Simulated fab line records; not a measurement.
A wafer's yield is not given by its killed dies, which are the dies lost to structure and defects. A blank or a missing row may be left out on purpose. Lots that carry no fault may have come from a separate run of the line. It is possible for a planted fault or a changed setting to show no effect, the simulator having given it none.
A lot that was struck, set against a sound lot + flow berkeleyCmos170 + 19 out of 331 route steps
Sound: the wafers L621.1, L621.4, L621.5. Wafers struck: L625.4, L625.5, L625.6. The cause comes at the end.
Each step with rows lists, per side, the tool, then ch with its chambers, then its first start. Under that, the readings that differ: sound wafers + struck wafers + difference of the means + sigmas: that difference in standard deviations of wafers without a fault.
alike: a reading whose means differ by less than 2 such deviations, as well as words and numbers matching on both sides. not compared: withheld readings; readings where some wafer has no value; bounds like >300 that might hide an equal value; numbers whose values overlap and for which the record gives no deviation.
The two part at a step that has a row with sigmas, a row that says differs or no value, or rows on one side only. Numbers that don't overlap but have no deviation are shown without sigmas and don't part them. Lack of a reading on every wafer of one side parts them only where that side has two or more wafers.

first, 4 steps without rows for these wafers: UCB170_PSD_SOFTBAKE_02 (time 60 s); UCB170_PSD_EXPOSE_03 (exposes mask PSELECT MOD, target cd 1200 nm); UCB170_PSD_PEB_04; UCB170_PSD_DEVELOP_05 (develop time 45 s).
UCB170_PSD_CD_MEAS_06: the cd target is 1200 nm.
  struck on cdSem-01, day 7 23:53; sound on cdSem-02, day 7 09:34
  alike: cdNm
UCB170_PSD_OVL_MEAS_07:
  struck on overlay-01, day 7 23:58; sound on overlay-01, day 7 09:41
  alike: PSD_OVL
after that, 1 step had no rows for these wafers: UCB170_PSD_IMPLANT_08.
UCB170_PSD_STRIP_09: strips in O2.
  sound on plasmaAsher-03 ch 1, day 7 09:52; struck on plasmaAsher-03 ch 0,1, day 8 00:10
  alike: drypumpMotorCurrentA, oesProductAu, stripTimeToEndpointS
  not compared: rfHoursCounterH
UCB170_PSD_TW_MEAS_10:
  struck on filmMetro-04, day 8 00:16; sound on filmMetro-03, day 7 09:58
  alike: PSD_TW
then, 3 steps without rows for these wafers: UCB170_PSD_CLEAN_11 (cleans in SPM, time 600 s); UCB170_NSD_HMDS_00 (prime time 60 s); UCB170_NSD_COAT_01 (resist thk 900 nm).
UCB170_NSD_SOFTBAKE_02: time 60 s.
  sound on lithoTrack-04 ch 0, day 7 11:25; struck on lithoTrack-02 ch 0, day 8 01:41
| reading               | sound                | struck               | difference | sigmas |
|-----------------------|----------------------|----------------------|------------|--------|
| heaterPowerTotalW (W) | 56.72 56.80 56.82    | 58.88 58.92 58.84    | +2.10      | +48    |
| plateTempC (C)        | 129.88 130.06 130.11 | 133.78 133.77 134.08 | +3.86      | +32    |
then, 3 steps without rows for these wafers: UCB170_NSD_EXPOSE_03 (exposes mask NSELECT MOD, target cd 1200 nm); UCB170_NSD_PEB_04; UCB170_NSD_DEVELOP_05 (develop time 45 s).
UCB170_NSD_CD_MEAS_06: the cd target is 1200 nm.
  struck on cdSem-01, day 8 02:23; sound on cdSem-02, day 7 12:26
| reading   | sound                | struck               | difference | sigmas |
|-----------|----------------------|----------------------|------------|--------|
| cdNm (nm) | 1198.4 1198.7 1199.5 | 1209.8 1209.9 1209.6 | +10.9      | +10    |
UCB170_NSD_OVL_MEAS_07:
  struck on overlay-02, day 8 02:27; sound on overlay-01, day 7 12:33
  alike: NSD_OVL
UCB170_M3_PROBE_99:
  the record holds rows for the sound wafers here (prober-02, day 8 15:14) but none for the struck ones

== WHERE THEY PART ==
Earliest at UCB170_NSD_SOFTBAKE_02; latest, in this record, at UCB170_M3_PROBE_99.

WHY: whatever the simulator had introduced
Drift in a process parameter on lithoTrack-02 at UCB170_NSD_SOFTBAKE_02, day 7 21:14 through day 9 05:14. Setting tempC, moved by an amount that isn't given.
